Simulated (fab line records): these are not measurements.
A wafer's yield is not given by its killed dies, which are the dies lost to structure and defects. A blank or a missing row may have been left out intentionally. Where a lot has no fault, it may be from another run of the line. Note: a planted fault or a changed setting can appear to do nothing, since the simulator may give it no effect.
A lot that was struck, set against a sound lot -- flow berkeley cmos170 -- 31 out of 331 route steps
Sound: wafers L334.1, L334.5, L334.6. The struck wafers were L343.1, L343.2, L343.4. At the end, the cause is stated.
Order at every step that has rows: each side's tool, ch and its chambers, its first start. Under that, the readings that differ: sound wafers -- struck wafers -- difference of the means -- sigmas: that difference in standard deviations of wafers without a fault.
alike: a reading whose means differ by less than 2 such deviations, as well as words and numbers matching on both sides. not compared: withheld readings; readings where some wafer has no value; bounds like >300 that might hide an equal value; numbers whose values overlap and for which the record gives no deviation.
A row with sigmas, a row that says differs or no value, or rows on one side alone: a step with any of these is where the two part. Numbers that don't overlap but have no deviation are shown without sigmas and don't part them. A reading that every wafer of one side lacks parts them only if that side has two wafers or more.

first, 1 step without rows for these wafers: UCB170_SDANNEAL_RTA_01 (time 5 s).
UCB170_SDANNEAL_RS_MEAS_02: the measuring method here is four-point-probe.
  sound on film metro-02 at day 9 06:02; struck on film metro-01 at day 11 11:07
  alike: PSD_RS
UCB170_SDANNEAL_RS_MEAS_03: the measuring method here is four-point-probe.
  sound on film metro-02 at day 9 06:10; struck on film metro-01 at day 11 11:14
  alike: NSD_RS
UCB170_SDANNEAL_RS_MEAS_04: the measuring method here is four-point-probe.
  sound on film metro-02 at day 9 06:17; struck on film metro-01 at day 11 11:21
  alike: PLDD_RS
UCB170_SDANNEAL_RS_MEAS_05: the measuring method here is four-point-probe.
  sound on film metro-02 at day 9 06:24; struck on film metro-01 at day 11 11:28
  alike: NLDD_RS
then, 1 step without rows for these wafers: UCB170_SILICIDE_PRE_CLEAN_00 (preclean etch time 60 s).
UCB170_SILICIDE_SPUTTER_01: material Ti, target thk 30 nm, time 25 s.
  sound on pvd sputter-02 at day 9 06:35; struck on pvd sputter-03 at day 11 11:40
  alike: throttle valve pct
UCB170_SILICIDE_RS_MEAS_02: the measuring method here is four-point-probe.
  sound on film metro-03 at day 9 06:37; struck on film metro-03 at day 11 11:41
  alike: SILICIDE_TI_RS
UCB170_SILICIDE_THK_MEAS_03: measures by xrf.
  sound on film metro-03 at day 9 06:44; struck on film metro-03 at day 11 11:49
  alike: SILICIDE_TI_THK
then, 3 steps without rows for these wafers: UCB170_SILICIDE_RTA_04 (time 15 s); UCB170_SILICIDE_WET_ETCH_05 (etches Ti in SPM, time 45 s); UCB170_CONTACT_CLEAN_00 (cleans in SPM, time 600 s).
UCB170_CONTACT_CVD_01: deposits PSG from SiH4/O2/PH3, target thk 700 nm, time 2820 s.
  sound on lpcvd-01 ch 1, day 9 08:35; struck on lpcvd-01 ch 1, day 11 12:08
reading,sound,struck,difference,sigmas
pressure mtorr (mTorr),299.7 300.5 299.6,450.5 450.2 450.8,+150.6,+99 or more
model.PSG_of_CONTACT_CVD_01.thk nm (nm),699.6 695.6 697.8,864.5 862.1 859.2,+164.3,
  alike: sih4 flow sccm
UCB170_CONTACT_THK_MEAS_02:
  sound on film metro-01 at day 9 10:22; struck on film metro-03 at day 11 13:55
reading,sound,struck,difference,sigmas
CONTACT_PSG_THK (nm),699 696 697,865 862 859,+165,+25
then, 3 steps without rows for these wafers: UCB170_CONTACT_HMDS_03 (prime time 60 s); UCB170_CONTACT_COAT_04 (resist thk 900 nm); UCB170_CONTACT_SOFTBAKE_05 (time 60 s).
UCB170_CONTACT_STRIP_06: strips in O2.
  sound on plasma asher-04 ch 0,1, day 9 10:53; struck on plasma asher-03 ch 0,1, day 11 14:26
reading,sound,struck,difference,sigmas
strip time to endpoint s (s),21.93 22.00 21.97,21.80 21.82 21.79,-0.16,-3
  alike: drypump motor current A, oes product au
  not compared: rf hours counter h
then, 1 step without rows for these wafers: UCB170_CONTACT_CLEAN_07 (cleans in SPM, time 600 s).
UCB170_CONTACT_RTA_08: time 10 s.
  sound on rtp anneal-01 ch 0, day 9 11:10; struck on rtp anneal-02 ch 0, day 11 15:24
reading,sound,struck,difference,sigmas
lamp power pct (%),24.6 24.6 24.6,23.4 23.4 23.4,-1.2,-2
  alike: wafer_temp_C_max
then, 6 steps without rows for these wafers: UCB170_CONTACT_COAT_09; UCB170_CONTACT_COAT_10 (resist thk 900 nm); UCB170_CONTACT_SOFTBAKE_11 (time 57.77 s); UCB170_CONTACT_EXPOSE_12 (exposes mask CONT, target cd 700 nm); UCB170_CONTACT_PEB_13; UCB170_CONTACT_DEVELOP_14 (develop time 45 s).
UCB170_CONTACT_CD_MEAS_15: the cd target is 700 nm.
  sound on cd sem-01 at day 9 12:35; struck on cd sem-01 at day 11 16:38
  alike: cd nm
UCB170_CONTACT_OVL_MEAS_16:
  sound on overlay-02 at day 9 12:43; struck on overlay-02 at day 11 16:46
  alike: CONTACT_OVL
UCB170_CONTACT_ETCH_17: etches BARC in N2/H2.
  sound on rie diel-04 ch 0,3, day 9 12:44; struck on rie diel-02 ch 1,2,3, day 11 16:48
  alike: drypump motor current A, oes product au, throttle valve pct
UCB170_CONTACT_ETCH_18: etches PSG in CHF3/CF4/Ar, stops on TiSi2, target depth 840 nm, time 195 s.
  sound on rie diel-04 ch 0,3; struck on rie diel-02 ch 1,2,3
reading,sound,struck,difference,sigmas
oes product au (a.u.),0.912 0.900 0.908,0.991 0.990 0.961,+0.074,+5
model.etch.depth nm (nm),699.6 695.6 697.8,839.1 841 832.9,+140.0,
model.CONTACT.feature depth nm (nm),699.6 695.6 697.8,839.1 841 832.9,+140.0,
  alike: drypump motor current A, throttle valve pct
  not compared: rf hours counter h
UCB170_CONTACT_STRIP_19: strips in O2.
  sound on plasma asher-01 ch 0,1, day 9 12:55; struck on plasma asher-04 ch 0,1, day 11 16:58
  alike: drypump motor current A, oes product au
  not compared: rf hours counter h

== WHERE THEY PART ==
At UCB170_CONTACT_CVD_01 first; at UCB170_CONTACT_ETCH_18 last (within this record only). Later steps at which nothing parts them and some readings are alike: UCB170_CONTACT_STRIP_19.

WHY: whatever the simulator had introduced
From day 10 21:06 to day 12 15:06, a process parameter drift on lpcvd-01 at UCB170_CONTACT_CVD_01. A move of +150 in setting pressure mtorr, from 300. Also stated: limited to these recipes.
